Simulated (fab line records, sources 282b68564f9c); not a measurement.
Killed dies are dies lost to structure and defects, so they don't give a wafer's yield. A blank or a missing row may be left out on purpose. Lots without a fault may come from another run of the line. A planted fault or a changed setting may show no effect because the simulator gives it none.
fab line records | flow rit_cmos
record lots=14 wafers=42 last_day=7
route steps=202 shown ACTIVE@12 FOX1@20 PRETRO@66 M1@202
lots that met no fault: from a run of the same line without faults
start_h: hours from the record's first day to the start of the lot's first wafer shown | wait_h: hours since the lot's step before | " the same as in the row above | L1.1+2: a row that stands for several wafers | - no value, or no start given | * or withheld: withheld | < > ~ a bound
route shown NAME@n: a module of which the file shows steps, and the number in the route of the first | usual: mean/standard deviation of fault-free wafers | same: alike in all rows | chamber/n: place in a boat | sites: the reading at each site | _std_site: their standard deviation | _edge_site: outer sites' mean less inner sites' | radius_mm: how far each site lies from the wafer's centre | mask NAME#n: copy n | behind: the tool/chamber that last shaped the wafer | hold: why the lot was held/for how many hours/how that ended | device: the transistor (n, p or np) that didn't switch | end of line: the same wafers' tests at the end of the route | a step without rows: its recipe alone | killed: dies lost to structure and defects at the first sort, not the wafer's yield | map: a wafer's dies, x killed, . not, _ none there
set.NAME: the setting as run; set.NAME@STEP: as run at that earlier step | model.NAME: the simulator's own value behind a step, which no gauge read
steps of the route over a sample of lots; a table a step, a row a wafer
services: from which hour (start_h, from the record's first day; less than 0 if before it) a tool's chamber was out of use, for how many hours, and why
## steps
# step RIT_ACTIVE_CD_MEAS_11
# recipe target_cd_nm=1400
# usual cd_nm=1400.5/1.9
# columns lot.wafer tool chamber start_h wait_h cd_nm
L874.4 cd_sem-02 - 15.25 - 1399.0
L874.5 " - " " 1399.5
L874.6 " - " " 1400.4
L876.4 cd_sem-01 - 24.51 - 1399.9
L876.5 " - " " 1399.6
L876.6 " - " " 1398.8
L877.1 cd_sem-01 - 32.35 - 1398.6
L877.4 " - " " 1400.8
L877.5 " - " " 1399.3
L878.2 cd_sem-01 - 34.46 - 1402.2
L878.3 " - " " 1403.3
L878.6 " - " " 1403.3
L879.2 cd_sem-01 - 40.63 - 1402.2
L879.4 " - " " 1399.8
L879.6 " - " " 1401.3
L880.3 cd_sem-02 - 45.65 - 1398.2
L880.5 " - " " 1398.9
L880.6 " - " " 1399.4
L882.1 cd_sem-01 - 56.59 - 1403.5
L882.4 " - " " 1403.2
L882.5 " - " " 1402.4
L884.2 cd_sem-01 - 64.46 - 1400.2
L884.5 " - " " 1401.9
L884.6 " - " " 1401.4
L889.1 cd_sem-02 - 90.23 - 1401.1
L889.2 " - " " 1401.0
L889.5 " - " " 1401.2
L890.2 cd_sem-01 - 94.46 - 1399.3
L890.3 " - " " 1401.4
L890.4 " - " " 1400.3
L891.1 cd_sem-01 - 100.17 - 1398.4
L891.3 " - " " 1397.7
L891.4 " - " " 1397.1
L893.2 cd_sem-02 - 109.50 - 1400.4
L893.5 " - " " 1398.8
L893.6 " - " " 1399.9
L896.1 cd_sem-02 - 124.76 - 1404.1
L896.4 " - " " 1402.6
L896.5 " - " " 1400.6
L897.3 cd_sem-01 - 129.60 - 1400.5
L897.4 " - " " 1400.8
L897.6 " - " " 1402.0
# step RIT_FOX1_OXIDATION_00
# recipe temp_c=1100 ambient=H2O target_thk_a=3507 p_h2o_torr=720 ox_time_s=1130
# usual spike_tc_centre_C=1102.3/1.1 spike_tc_load_C=1124.4/1.8 spike_tc_source_C=1123/3.3 tube_center_temp_C=1100/0.11 tube_center_temp_C_max=1102.9/0.51 zone_power_source_pct=42.5/1.5
# columns lot.wafer tool chamber start_h wait_h spike_tc_centre_C spike_tc_load_C spike_tc_source_C tube_center_temp_C tube_center_temp_C_max zone_power_source_pct
L874.4 furnace-03 0 16.87 0.6 1102.1 1122.9 1127 1099.9 1102.9 41.0
L874.5 " 0 " " 1100.6 1122.4 1127 1100.1 1102.3 41.3
L874.6 " 0 " " 1102.3 1122.5 1125 1100.1 1104.1 41.9
L876.4 furnace-02 0 25.67 0.1 1101.9 1124.0 1120 1099.9 1102.9 43.8
L876.5 " 0 " " 1102.1 1124.8 1119 1100 1102.7 43.6
L876.6 " 0 " " 1103.0 1125.5 1119 1100.1 1102.5 43.9
L877.1 furnace-03 0 33.46 0.0 1101.7 1125.6 1126 1099.9 1102.5 41.8
L877.4 " 0 " " 1104.1 1123.8 1125 1100.2 1103.2 41.0
L877.5 " 0 " " 1102.6 1123.6 1126 1099.9 1102.1 41.3
L878.2 furnace-02 0 36.17 0.7 1103.2 1126.6 1118 1099.9 1103.8 44.6
L878.3 " 0 " " 1103.7 1126.2 1119 1100 1102.6 43.4
L878.6 " 0 " " 1102.5 1126.5 1120 1100 1102.5 45.1
L879.2 furnace-02 0 41.74 0.0 1103.8 1126.1 1120 1099.9 1102.2 43.4
L879.4 " 0 " " 1102.7 1127.3 1120 1100 1102.2 44.1
L879.6 " 0 " " 1103.8 1124.7 1121 1099.9 1102.5 43.5
L880.3 furnace-02 0 47.12 0.4 1102.4 1126.6 1118 1100 1103.1 43.9
L880.5 " 0 " " 1103.2 1125.1 1119 1100 1103.4 43.2
L880.6 " 0 " " 1102.8 1126.5 1119 1099.9 1103.2 44.6
L882.1 furnace-03 0 57.65 0.0 1102.1 1122.1 1125 1100.1 1103.1 40.8
L882.4 " 0 " " 1101.3 1124.4 1126 1099.9 1102.1 41.3
L882.5 " 0 " " 1099.4 1124.1 1126 1100.1 1102.1 41.0
L884.2 furnace-02 0 66.16 0.7 1103.3 1125.7 1118 1100.1 1103.8 44.6
L884.5 " 0 " " 1101.5 1126.0 1120 1099.8 1102.7 43.9
L884.6 " 0 " " 1102.1 1124.6 1118 1100.1 1103.4 44.2
L889.1 furnace-03 0 91.75 0.4 1059.7 1084.4 1085 1060 1063.7 37.6
L889.2 " 0 " " 1061.6 1082.6 1084 1060.1 1063.2 37.6
L889.5 " 0 " " 1061.8 1081.5 1087 1060 1062.9 37.5
L890.2 furnace-03 0 97.10 1.6 1061.2 1083.0 1084 1060.1 1063.3 36.8
L890.3 " 0 " " 1063.0 1080.9 1084 1059.9 1062.5 37.7
L890.4 " 0 " " 1061.9 1080.9 1086 1059.9 1062.6 37.4
L891.1 furnace-01 0 102.42 1.2 1103.5 1123.7 1126 1099.9 1103.1 41.1
L891.3 " 0 " " 1103.1 1125.3 1127 1099.9 1103.2 40.4
L891.4 " 0 " " 1102.6 1122.2 1126 1100 1102.8 40.8
L893.2 furnace-02 0 110.92 0.4 1101.7 1126.9 1119 1099.8 1103.0 43.9
L893.5 " 0 " " 1103.3 1125.4 1118 1100.1 1103.1 43.9
L893.6 " 0 " " 1103.3 1125.5 1120 1099.9 1102.6 44.3
L896.1 furnace-02 0 126.78 0.9 1101.6 1124.8 1119 1100 1102.3 44.7
L896.4 " 0 " " 1100.9 1126.0 1118 1100.2 1102.7 44.2
L896.5 " 0 " " 1103.7 1126.7 1120 1100 1103.7 44.2
L897.3 furnace-02 0 130.64 0.0 1101.4 1125.2 1119 1100 1102.4 44.4
L897.4 " 0 " " 1103.2 1126.8 1120 1100.2 1102.7 44.2
L897.6 " 0 " " 1102.7 1125.8 1118 1100 1102.5 44.1
# step RIT_FOX1_THK_MEAS_01
# recipe reads=SiO2_of_FOX1_OXIDATION_00
# usual FOX1_OXIDE_THK=354/7
# columns lot.wafer tool chamber start_h wait_h FOX1_OXIDE_THK[nm]
L874.4 film_metro-02 - 18.21 0.0 351
L874.5 " - " " 352
L874.6 " - " " 351
L876.4 film_metro-03 - 27.01 0.0 360
L876.5 " - " " 357
L876.6 " - " " 356
L877.1 film_metro-03 - 34.77 0.0 351
L877.4 " - " " 356
L877.5 " - " " 358
L878.2 film_metro-03 - 37.50 0.0 355
L878.3 " - " " 352
L878.6 " - " " 349
L879.2 film_metro-03 - 43.06 0.0 368
L879.4 " - " " 363
L879.6 " - " " 372
L880.3 film_metro-02 - 48.46 0.0 359
L880.5 " - " " 358
L880.6 " - " " 368
L882.1 film_metro-01 - 58.97 0.0 357
L882.4 " - " " 354
L882.5 " - " " 351
L884.2 film_metro-03 - 67.49 0.0 356
L884.5 " - " " 360
L884.6 " - " " 352
L889.1 film_metro-01 - 93.06 0.0 270
L889.2 " - " " 273
L889.5 " - " " 269
L890.2 film_metro-01 - 98.42 0.0 278
L890.3 " - " " 273
L890.4 " - " " 276
L891.1 film_metro-03 - 103.73 0.0 354
L891.3 " - " " 351
L891.4 " - " " 357
L893.2 film_metro-01 - 112.24 0.0 346
L893.5 " - " " 343
L893.6 " - " " 350
L896.1 film_metro-03 - 128.09 0.0 359
L896.4 " - " " 359
L896.5 " - " " 362
L897.3 film_metro-03 - 131.97 0.0 357
L897.4 " - " " 357
L897.6 " - " " 353
# step RIT_PRETRO_SOFTBAKE_02
# recipe resist=NOVOLAK temp_c=90 time_s=62.63
# usual plate_sensor_t_centre_C=90.969/0.0097 plate_sensor_t_edge_C=91.021/0.01
# columns lot.wafer tool chamber start_h wait_h plate_sensor_t_centre_C plate_sensor_t_edge_C
L874.4 litho_track-02 0 31.20 0.1 90.974 91.025
L874.5 " 0 " " 90.961 91.007
L874.6 " 0 " " 90.985 91.031
L876.4 litho_track-02 0 41.51 0.1 90.957 91.020
L876.5 " 0 " " 90.973 91.015
L876.6 " 0 " " 90.959 91.027
L877.1 litho_track-02 0 47.77 0.1 90.973 91.039
L877.4 " 0 " " 90.967 91.021
L877.5 " 0 " " 90.981 91.014
L878.2 litho_track-03 0 50.92 0.1 90.961 91.004
L878.3 " 0 " " 90.977 91.018
L878.6 " 0 " " 90.964 91.030
L879.2 litho_track-02 0 56.07 0.1 90.975 91.020
L879.4 " 0 " " 90.965 91.017
L879.6 " 0 " " 90.969 91.017
L880.3 litho_track-03 0 61.48 0.1 90.963 91.022
L880.5 " 0 " " 90.981 91.009
L880.6 " 0 " " 90.974 91.028
L882.1 litho_track-03 0 72.14 0.1 90.971 91.021
L882.4 " 0 " " 90.973 91.023
L882.5 " 0 " " 90.969 91.016
L884.2 litho_track-04 0 80.47 0.1 90.970 91.018
L884.5 " 0 " " 90.982 91.026
L884.6 " 0 " " 90.968 90.999
L889.1 litho_track-02 0 108.18 0.1 90.960 91.017
L889.2 " 0 " " 90.946 91.012
L889.5 " 0 " " 90.985 91.026
L890.2 litho_track-02 0 112.50 0.1 90.981 91.004
L890.3 " 0 " " 90.964 91.029
L890.4 " 0 " " 90.991 91.022
L891.1 litho_track-02 0 117.27 0.1 90.962 91.008
L891.3 " 0 " " 90.961 91.044
L891.4 " 0 " " 90.966 91.036
L893.2 litho_track-04 0 125.07 0.1 90.970 91.013
L893.5 " 0 " " 90.977 91.006
L893.6 " 0 " " 90.961 91.031
L896.1 litho_track-02 0 142.60 0.1 90.953 91.018
L896.4 " 0 " " 90.968 91.020
L896.5 " 0 " " 90.978 91.013
L897.3 litho_track-04 0 145.26 0.1 90.967 91.023
L897.4 " 0 " " 90.972 91.027
L897.6 " 0 " " 90.988 91.030
# step RIT_PRETRO_OVL_MEAS_06
# usual PRETRO_OVL=1.1/1.3
# columns lot.wafer tool chamber start_h wait_h PRETRO_OVL[nm]
L874.4 overlay-01 - 31.75 - 0.5
L874.5 " - " " 3.0
L874.6 " - " " 1.9
L876.4 overlay-01 - 42.04 - 0.9
L876.5 " - " " 2.6
L876.6 " - " " 1.7
L877.1 overlay-02 - 48.47 - 0.4
L877.4 " - " " 0.6
L877.5 " - " " 1.0
L878.2 overlay-02 - 51.60 - 0.7
L878.3 " - " " 1.6
L878.6 " - " " 1.5
L879.2 overlay-01 - 56.63 - 3.0
L879.4 " - " " 1.8
L879.6 " - " " 1.2
L880.3 overlay-02 - 62.27 - 0.4
L880.5 " - " " 0.0
L880.6 " - " " 2.2
L882.1 overlay-01 - 72.76 - -1.2
L882.4 " - " " 0.8
L882.5 " - " " 1.0
L884.2 overlay-02 - 81.08 - 1.2
L884.5 " - " " 1.0
L884.6 " - " " 0.0
L889.1 overlay-02 - 108.76 - 0.0
L889.2 " - " " 1.2
L889.5 " - " " 2.0
L890.2 overlay-01 - 113.06 - -0.7
L890.3 " - " " 0.4
L890.4 " - " " -0.1
L891.1 overlay-01 - 117.85 - -1.5
L891.3 " - " " 0.6
L891.4 " - " " -1.0
L893.2 overlay-01 - 125.76 - 1.9
L893.5 " - " " -0.4
L893.6 " - " " 0.6
L896.1 overlay-01 - 143.30 - 0.2
L896.4 " - " " 0.1
L896.5 " - " " -2.3
L897.3 overlay-02 - 145.92 - 1.0
L897.4 " - " " 1.3
L897.6 " - " " 1.2
# step RIT_M1_PROBE_99
# usual killed_at_M0_to_M3=0.0/0.16 killed_at_contacts=0.0/0.18 killed_at_front_end=7/3.1 killed_dies=7/3.1 killed_open=3.5/2.1 killed_short=3.5/2
# same gross_dies=264 killed_at_M4_up=0 killed_at_back_side=0 killed_at_other=0
# columns lot.wafer tool chamber start_h wait_h killed_at_M0_to_M3 killed_at_contacts killed_at_front_end killed_dies killed_open killed_short
L896.1 prober-02 - 172.60 0.1 0 0 2 2 0 2
L896.4 prober-02 - 172.75 0.2 0 0 5 5 4 0
L896.5 prober-02 - 172.80 0.2 0 0 9 9 6 3
# killed by level:class
L896.1 SPACER:geometric_particle:short=2
L896.4 GATE:geometric_particle:open=3 REOX:geometric_particle:open=1 GATE:coat_microbubble_printed=1
L896.5 FOX2:geometric_particle:open=2 GATE:geometric_particle:open=2 FOX1:geometric_particle:open=1 FOX2:geometric_particle:short=1 SILICIDE:geometric_particle:open=1 GATE:geometric_particle:short=1 REOX:geometric_particle:short=1
## services
# columns tool chamber start_h hours kind
furnace-03 - 24.37 3.8 pm
furnace-02 - 94.69 3.1 pm
furnace-02 - 97.78 4.6 pm
## key
first_sign step=RIT_FOX1_OXIDATION_00 reading=tube_center_temp_C direction=down sigmas=99+ usual=* struck=*
effect step=RIT_FOX1_OXIDATION_00 reading=tube_center_temp_C_max direction=down sigmas=78 usual=* struck=*
effect step=RIT_FOX1_THK_MEAS_01 reading=FOX1_OXIDE_THK direction=down sigmas=12 usual=354 struck=273
met_at RIT_FOX1_OXIDATION_00
struck_lots L889,L890
rows_end L890.2,L890.3,L890.4
tester_left_out L889
not_acting_at RIT_ACTIVE_CD_MEAS_11,RIT_PRETRO_SOFTBAKE_02,RIT_PRETRO_OVL_MEAS_06
onset_between 57.65 91.75
fault kind=process_parameter_drift tool=furnace-03 chamber=- onset_h=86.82 steps=RIT_FOX1_OXIDATION_00 channel=temp_c offset=* shape=step end_h=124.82 acts_in=* stated=*
# tester_left_out: of these lots the tester's yield and bins aren't shown, on N5 and GAA mostly nor the transistor test; their killed dies are dies lost to structure and defects alone, not to doping, threshold or leakage, so they don't give the yield
# rows_end: these wafers met a further fault down the route, and their rows from its step on are left out
